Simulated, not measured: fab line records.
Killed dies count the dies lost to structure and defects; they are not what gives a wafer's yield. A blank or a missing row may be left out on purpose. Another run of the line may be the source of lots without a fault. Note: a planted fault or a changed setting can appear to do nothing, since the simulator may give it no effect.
Comparing a struck lot with a sound one + flow berkeley cmos170 + 20 steps out of a route of 331
Sound: the wafers L148.2, L148.4, L148.5. Wafers struck: L154.3, L154.4, L154.6. The cause comes at the end.
At each step with rows: each side's tool, then ch and its chambers, then its first start. Under that, the readings that differ: sound wafers + struck wafers + difference of the means + sigmas: that difference in standard deviations of wafers without a fault.
alike: readings with means less than 2 such deviations apart, plus words and numbers identical on both sides. not compared: withheld readings, readings lacking a value on some wafer, bounds such as >300 that could conceal the same value, and numbers that have no deviation in the record and whose values overlap.
Wherever a step has rows on one side only, a row that says differs or no value, or a row with sigmas, the two part there. Numbers that have no deviation but don't overlap get no sigmas and don't part them. A reading that every wafer of one side lacks parts them only if that side has two wafers or more.

first, 3 steps without rows for these wafers: UCB170_ACTIVE_EXPOSE_10 (exposes mask ACTIVE, target cd 1200 nm); UCB170_ACTIVE_PEB_11; UCB170_ACTIVE_DEVELOP_12 (develop time 45 s).
UCB170_ACTIVE_CD_MEAS_13: the cd target is 1200 nm.
  sound: cd sem-02 at day 4 21:30; struck: cd sem-02 at day 6 12:15
  alike: cd nm
UCB170_ACTIVE_OVL_MEAS_14:
  sound: overlay-01 at day 4 21:37; struck: overlay-01 at day 6 12:20
  alike: ACTIVE_OVL
UCB170_ACTIVE_ETCH_15: etches Si3N4 in CH3F/Ar/O2, stops on SiO2, target depth 242 nm, time 151 s.
  sound on rie diel-02 ch 0,1,2, day 4 21:38; struck on rie diel-02 ch 0,1,3, day 6 12:22
  alike: drypump motor current A, oes product au, throttle valve pct
  not compared: rf hours counter h
UCB170_ACTIVE_STRIP_16: strips in O2.
  sound on plasma asher-04 ch 0,1, day 4 21:44; struck on plasma asher-01 ch 0,1, day 6 12:30
  alike: drypump motor current A, oes product au, strip time to endpoint s
  not compared: rf hours counter h
UCB170_ACTIVE_CD_MEAS_90: the cd target is 1200 nm.
  sound: cd sem-01 at day 4 21:52; struck: cd sem-01 at day 6 12:37
  alike: cd nm
then, 4 steps without rows for these wafers: UCB170_ACTIVE_CLEAN_17 (cleans in SPM, time 600 s); UCB170_PFIELD_HMDS_00 (prime time 60 s); UCB170_PFIELD_COAT_01 (resist thk 900 nm); UCB170_PFIELD_SOFTBAKE_02 (time 60 s).
UCB170_PFIELD_EXPOSE_03: exposes mask PFIELD, target cd 1500 nm.
  sound on krf scanner-01 ch 0, day 4 23:37; struck on krf scanner-02 ch 0, day 6 16:49
| reading | sound                      | struck                  | difference | sigmas |
|---------|----------------------------|-------------------------|------------|--------|
| mask    | PFIELD#0 PFIELD#0 PFIELD#0 | NWELL#0 NWELL#0 NWELL#0 | differs    |        |
  alike: stage vel mm s
then, 2 steps without rows for these wafers: UCB170_PFIELD_PEB_04; UCB170_PFIELD_DEVELOP_05 (develop time 45 s).
UCB170_PFIELD_OVL_MEAS_06:
  sound: overlay-01 at day 5 00:36; struck: overlay-02 at day 6 17:47
| reading         | sound  | struck | difference                    | sigmas |
|-----------------|--------|--------|-------------------------------|--------|
| PFIELD_OVL (nm) | 13 0 2 | - - -  | no value on the struck wafers |        |
then, 1 step without rows for these wafers: UCB170_PFIELD_IMPLANT_07.
UCB170_PFIELD_STRIP_08: strips in O2.
  sound on plasma asher-03 ch 0,1, day 5 00:47; struck on plasma asher-03 ch 0,1, day 6 17:59
  alike: drypump motor current A, oes product au, strip time to endpoint s
  not compared: rf hours counter h
UCB170_PFIELD_TW_MEAS_09:
  sound: film metro-04 at day 5 00:53; struck: film metro-04 at day 6 18:04
| reading   | sound       | struck   | difference | sigmas      |
|-----------|-------------|----------|------------|-------------|
| PFIELD_TW | 604 601 605 | 30 30 30 | -573       | -99 or more |
then, 1 step without rows for these wafers: UCB170_FIELD_CLEAN_00 (cleans in dHF, time 7.5 s).

WHERE THEY PART
Earliest at UCB170_PFIELD_EXPOSE_03; latest, in this record, at UCB170_PFIELD_TW_MEAS_09.

WHY: what the simulator had put in
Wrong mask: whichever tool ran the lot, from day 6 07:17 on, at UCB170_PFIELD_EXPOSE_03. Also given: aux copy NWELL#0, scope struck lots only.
